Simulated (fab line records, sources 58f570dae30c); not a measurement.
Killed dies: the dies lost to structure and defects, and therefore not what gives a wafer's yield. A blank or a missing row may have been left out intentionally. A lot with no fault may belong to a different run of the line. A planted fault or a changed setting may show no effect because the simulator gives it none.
fab line records	flow berkeleyCmos170
[record] lots = 15	wafers = 45	lastDay = 14
route steps=331 shown ACTIVE@70
lots that met no fault: from a run of the same line without faults
startH: hours from the record's first day to the start of the lot's first wafer shown	waitH: hours elapsed since this lot's preceding step	" unchanged from the row above	L1.1+2: one row covering several wafers at once	- either no value or no given start	* or withheld: withheld	< > ~ a bound
route shown NAME@n: names a module that has steps shown in the file, with the first one's number in the route	usual: the fault-free wafers' mean and standard deviation	same: alike in all rows	chamber/n: place in a boat	sites: each site's reading	_std_site: their standard deviation	_edge_site: mean of outer sites minus mean of inner sites	radiusMm: how far each site lies from the wafer's centre	mask NAME#n: copy n	behind: the tool/chamber that last shaped the wafer	hold: reason for holding the lot/hours on hold/outcome of the hold	device: which transistor (n, p or np) failed to switch	end of line: the tests these same wafers got at the end of their route	a step without rows: its recipe alone	killed: dies that structure and defects cost at the first sort, which is not the same as the wafer's yield	map: per-die view of a wafer (x killed, . not killed, _ where there is no die)
set.NAME: the run value of the setting; set.NAME@STEP: its run value at that earlier step	model.NAME: the simulator's own value behind a step, which no gauge read
a sample of lots followed through the steps of the route, with each step as a table and each wafer as a row
services: from which hour (startH, from the record's first day; less than 0 if before it) a tool's chamber was out of use, for how many hours, and why
[[steps]]
[step UCB170_ACTIVE_EXPOSE_10]
[recipe] maskId = ACTIVE	targetCdNm = 1200	na = 0.5	sigmaOuter = 0.6	sourceShape = conventional	doseMj = 20
lot.wafer	tool	chamber	startH	waitH	mask
L394.1+2+6	krfScanner-01	0	86.61	0.2	ACTIVE#0
L395.3+4+5	krfScanner-02	0	86.89	0.4	ACTIVE#0
L396.3+5+6	krfScanner-02	0	101.06	0.1	ACTIVE#0
L398.1+3+4	krfScanner-01	0	110.24	0.2	ACTIVE#0
L399.1+3+6	krfScanner-02	0	110.49	0.4	ACTIVE#0
L403.1+4+5	krfScanner-02	0	139.93	0.1	ACTIVE#0
L404.2+5+6	krfScanner-02	0	144.14	0.1	ACTIVE#0
L406.2+3+5	krfScanner-01	0	157.94	0.2	ACTIVE#0
L407.1+2+5	krfScanner-01	0	158.04	0.4	ACTIVE#0
L409.1+3+4	krfScanner-01	0	170.69	0.4	ACTIVE#0
L411.2+4+6	krfScanner-02	0	173.76	0.2	ACTIVE#0
L413.1+2+6	krfScanner-02	0	190.79	0.1	ACTIVE#0
L412.2+4+6	krfScanner-02	0	190.93	0.2	ACTIVE#0
L414.1+4+6	krfScanner-02	0	200.75	0.1	ACTIVE#0
L417.2+4+6	krfScanner-02	0	209.58	0.2	ACTIVE#0
[step UCB170_ACTIVE_OVL_MEAS_14]
[usual] ACTIVE_OVL = 3/5.8
lot.wafer	tool	chamber	startH	waitH	ACTIVE_OVL[nm]
L394.1	overlay-01	-	87.12	0.1	-5
L394.2	"	-	"	"	-2
L394.6	"	-	"	"	-1
L395.3	overlay-02	-	87.38	0.1	-9
L395.4	"	-	"	"	-1
L395.5	"	-	"	"	-5
L396.3	overlay-01	-	101.54	0.1	-5
L396.5	"	-	"	"	8
L396.6	"	-	"	"	4
L398.1	overlay-02	-	111.13	0.1	1
L398.3	"	-	"	"	2
L398.4	"	-	"	"	6
L399.1	overlay-02	-	111.31	0.1	8
L399.3	"	-	"	"	6
L399.6	"	-	"	"	7
L403.1	overlay-01	-	140.78	0.1	-4
L403.4	"	-	"	"	-1
L403.5	"	-	"	"	-7
L404.2	overlay-01	-	144.97	0.1	11
L404.5	"	-	"	"	-4
L404.6	"	-	"	"	0
L406.2	overlay-02	-	158.47	0.1	-156
L406.3	"	-	"	"	-153
L406.5	"	-	"	"	-161
L407.1	overlay-01	-	158.59	0.1	-164
L407.2	"	-	"	"	-162
L407.5	"	-	"	"	-167
L409.1	overlay-01	-	171.61	0.1	-160
L409.3	"	-	"	"	-153
L409.4	"	-	"	"	-149
L411.2	overlay-02	-	174.59	0.1	4
L411.4	"	-	"	"	5
L411.6	"	-	"	"	0
L413.1	overlay-02	-	191.30	0.1	-3
L413.2	"	-	"	"	4
L413.6	"	-	"	"	11
L412.2	overlay-01	-	191.55	0.1	-5
L412.4	"	-	"	"	-6
L412.6	"	-	"	"	-14
L414.1	overlay-01	-	201.35	0.1	4
L414.4	"	-	"	"	2
L414.6	"	-	"	"	5
L417.2	overlay-02	-	210.56	0.1	3
L417.4	"	-	"	"	7
L417.6	"	-	"	"	3
[[services]]
tool	chamber	startH	hours	kind
krfScanner-02	-	63.32	0.9	repair
krfScanner-01	-	72.74	6.2	repair
krfScanner-02	0	76.32	-	calibration
krfScanner-02	-	83.07	0.8	pm
krfScanner-01	-	92.93	1.0	pm
krfScanner-01	0	93.70	-	calibration
krfScanner-01	-	117.24	4.4	pm
krfScanner-01	-	138.45	1.3	pm
krfScanner-01	-	142.65	4.0	pm
krfScanner-01	-	163.78	0.8	pm
krfScanner-01	-	190.08	1.0	repair
krfScanner-02	-	191.12	1.0	pm
krfScanner-01	-	208.86	0.8	pm
[[key]]
[firstSign] step = UCB170_ACTIVE_OVL_MEAS_14	reading = ACTIVE_OVL	direction = down	sigmas = 28	usual = 3	struck = -158
effect none on later readings
metAt UCB170_ACTIVE_EXPOSE_10
struckLots L406,L407,L409
testerLeftOut L406,L407,L409
[fault] kind = scannerMatchingOverlay	tool = krfScanner-01	chamber = -	onsetH = 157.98	steps = UCB170_ACTIVE_EXPOSE_10	offset = -160
// testerLeftOut: of these lots the tester's yield and bins aren't shown, on N5 and GAA mostly nor the transistor test; their killed dies are dies lost to structure and defects alone, not to doping, threshold or leakage, so they don't give the yield
